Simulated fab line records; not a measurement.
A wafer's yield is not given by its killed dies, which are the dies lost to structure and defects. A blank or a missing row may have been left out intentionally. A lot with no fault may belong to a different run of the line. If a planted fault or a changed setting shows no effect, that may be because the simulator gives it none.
Split-lot study -- flow berkeley-cmos170 -- on a route of 331 steps: 5 lots, 23 wafers read

SPLIT DETAILS
At UCB170_PFIELD_IMPLANT_07, the setting energy-kev was moved away from the recipe's 80 on 8 of the 23 wafers read, by -5.8% to -5.5%. All remaining wafers had this setting at the recipe value.

The split's own step is where the reading is taken.

THE READING
In nm, at UCB170_PFIELD_IMPLANT_07: implant.drp-nm, which is the simulator's own figure and was read by no gauge. The file does not state a usual value for it.

wafer,"tool, chamber at the split",energy-kev as run,against the recipe,"implant.drp-nm, nm",against lot-mates on the recipe
L077.1,"implanter-02, 0",75.62,-5.5%,72.82,-2.04
L077.4,"implanter-02, 0",75.62,-5.5%,72.82,-2.04
L077.5,"implanter-02, 0",75.62,-5.5%,72.82,-2.04
L077.2,"implanter-02, 0",80,recipe,74.86,-
L077.6,"implanter-02, 0",80,recipe,74.86,-
L075.1,"implanter-04, 0",80,recipe,74.86,-
L075.2,"implanter-04, 0",80,recipe,74.86,-
L075.3,"implanter-04, 0",80,recipe,74.86,-
L075.4,"implanter-04, 0",80,recipe,74.86,-
L075.6,"implanter-04, 0",80,recipe,74.86,-
L076.1,"implanter-02, 0",80,recipe,74.86,-
L076.2,"implanter-02, 0",80,recipe,74.86,-
L076.5,"implanter-02, 0",80,recipe,74.86,-
L076.4,"implanter-02, 0",75.33,-5.8%,72.69,-2.17
L076.6,"implanter-02, 0",75.33,-5.8%,72.69,-2.17
L079.1,"implanter-02, 0",80,recipe,74.86,-
L079.6,"implanter-02, 0",80,recipe,74.86,-
L079.2,"implanter-02, 0",75.54,-5.6%,72.79,-2.07
L079.4,"implanter-02, 0",75.54,-5.6%,72.79,-2.07
L079.5,"implanter-02, 0",75.54,-5.6%,72.79,-2.07
L083.2,"implanter-04, 0",80,recipe,74.86,-
L083.3,"implanter-04, 0",80,recipe,74.86,-
L083.5,"implanter-04, 0",80,recipe,74.86,-

THE FIT
A straight line over all 23 wafers: implant.drp-nm changes by +0.372 nm for each +1% of energy-kev; r = +1.00; the points scatter about the line by 0.0019 nm.
The same after taking each lot's own level away (the mean of its wafers on the recipe; 23 wafers): +0.372 nm for each +1%; r = +1.00; scatter 0.0019 nm.
The reading moves by 2.2 nm for the largest change in energy-kev, on that fit.
The lots' own levels span 74.860 to 74.860 nm.
Hence the lot-to-lot level has little effect on the slope; both slopes agree.
Check: -2.17 nm against its lot-mates is what the line predicts for one of the wafers moved furthest among these (-5.8%) when that wafer is left out of the fit. It came out at -2.17 nm against them.

ADDITIONAL SPLITS CARRIED BY THESE WAFERS
Other splits were also applied to these wafers ahead of the reading. Each is held against what the fit with the lots' levels taken away leaves over:
other split on the same wafers,wafers away from the commonest value,r with implant.drp-nm (lot level and that fit taken away)
UCB170_NWELL_OXIDATION_01 temp-c,15,-0.31
UCB170_NWELL_PEB_10 peb-temp-c,6,-0.52
UCB170_PWELL_CVD_05 sih2cl2-flow-sccm,10,+0.06
UCB170_PWELL_EXPOSE_10 dose-mj,2,+0.27
UCB170_ACTIVE_COAT_08 spin-rpm,8,-0.19
UCB170_ACTIVE_ETCH_15 rf-w,4,+0.11

THE WHOLE CHAIN: every reading that the file lists as answering this split, in the file's order
step,what it does,reading,change (the file's fit),r (the file's)
UCB170_PFIELD_IMPLANT_07,,"implant.rp-nm (the simulator's own value, which no gauge read)",+2.1 nm for each +1% of the setting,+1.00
UCB170_PFIELD_IMPLANT_07,,"implant.drp-nm (the simulator's own value, which no gauge read)",+0.372 nm for each +1% of the setting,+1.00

FILE'S OWN FIT
implant.drp-nm changes by +0.372 nm for each +1% of energy-kev, r = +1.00.
